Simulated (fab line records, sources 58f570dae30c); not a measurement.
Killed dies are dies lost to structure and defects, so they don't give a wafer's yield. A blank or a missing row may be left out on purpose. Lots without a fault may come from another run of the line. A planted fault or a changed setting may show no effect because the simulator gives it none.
Problem report in the 8D (eight disciplines) form, filled by code | flow berkeley_cmos170 | the parts of the form that need people (team, actions taken, sign-off) are left out

1. THE PROBLEM
M3_AL_RS at UCB170_M3_RS_MEAS_02 reads a mean of 0.0418 ohm/sq on 3 wafers of 2 lots; wafers without a fault read 0.0322 ohm/sq with a standard deviation of 0.0004. That is +24 standard deviations from the usual mean.
The step: measures by four-point-probe.
First seen on wafer L736.4, day 13 10:03, on film_metro-04. The record holds 18 wafers of 6 lots with a number at this step. Rule for "out", or "out of limits": more than 4 standard deviations from the usual mean. The other wafers with a number count as sound.

2. WHAT IT IS AND WHAT IT IS NOT
question                    | is                     | is not
which readings at this step | M3_AL_RS               | -
which lots                  | L736, L742             | L720, L723, L727, L735
which wafers of those lots  | L736.4, L742.3, L742.5 | L736.1, L736.6, L742.1
read on which gauges        | film_metro-04          | film_metro-02, film_metro-03
when                        | from day 13 10:03      | up to then (14 sound wafers); but 1 sound wafer of L742 came after

3. SUSPECTS, AND WHAT RULES EACH OUT
Counting: a tool at a process step up to the reading stays a suspect if it ran every lot that is out. Sound lots after the first of them don't rule it out here, since some wafers of a struck lot are sound.
- the gauge at UCB170_M3_RS_MEAS_02: ruled out. All the wafers that are out were read on film_metro-04, but those of them that UCB170_M3_METAL_ETCH_18 has rows for are out there too, on other tools.
- plasma_asher-01 at UCB170_V2_STRIP_15 (strips in O2): kept. It ran every lot that is out, first L736 (day 13 09:41).
- pvd_sputter-04 at UCB170_M3_SPUTTER_01 (material Al, target thk 900 nm, time 120 s): kept. It ran every lot that is out, first L736 (day 13 09:58); its last sound lot up to then is L727 (day 10 17:10).
Left after counting: plasma_asher-01 at UCB170_V2_STRIP_15, pvd_sputter-04 at UCB170_M3_SPUTTER_01.

4. THE CAUSE (what the simulator had put in)
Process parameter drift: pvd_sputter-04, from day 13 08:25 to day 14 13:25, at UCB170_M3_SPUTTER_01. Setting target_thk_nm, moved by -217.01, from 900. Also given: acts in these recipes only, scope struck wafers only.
Counting left 2 suspects, and this tool is among them.

5. THE CHAIN OF EFFECTS, in route order
Each row: a reading whose mean over the struck wafers that have a number lies more than 3 standard deviations from the usual. Only readings for which the record gives a usual standard deviation are gone through. hours: the time from each lot's start at the first step in this table that gives one to its start at this step, as a median over the lots. sigmas: the change in usual standard deviations.
hours | step                    | reading        | usual         | on struck wafers | change  | sigmas
0     | UCB170_M3_RS_MEAS_02    | M3_AL_RS       | 0.0322 ohm/sq | 0.0418           | +0.0096 | +24
4     | UCB170_M3_THK_MEAS_03   | M3_AL_THK      | 900 nm        | 692              | -208    | -17
8     | UCB170_M3_METAL_ETCH_18 | oes_product_au | 0.852 a.u.    | 0.739            | -0.113  | -10
The process steps in it:
- UCB170_M3_METAL_ETCH_18: etches Al in Cl2/BCl3, stops on SiO2, target depth 1170 nm, time 195 s.
Later measuring or inspecting steps at which every struck wafer that the step has a row for has a number for every such reading, and none has moved that far: UCB170_M3_CD_MEAS_15, UCB170_M3_OVL_MEAS_16.

6. WHAT WOULD HAVE CAUGHT IT SOONER
In this record the first reading out of limits at a measuring or inspecting step was taken at day 13 10:03, 2 hours after the fault began at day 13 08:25.
Of the tool readings at UCB170_M3_SPUTTER_01 for which the record gives a usual standard deviation, none was out on any struck wafer, so an alarm limit of 4 standard deviations on them would not have fired.
Of the lots that are out (2), L742 began UCB170_M3_SPUTTER_01 on pvd_sputter-04 after day 13 10:03. A hold on the tool at that time would have spared it.
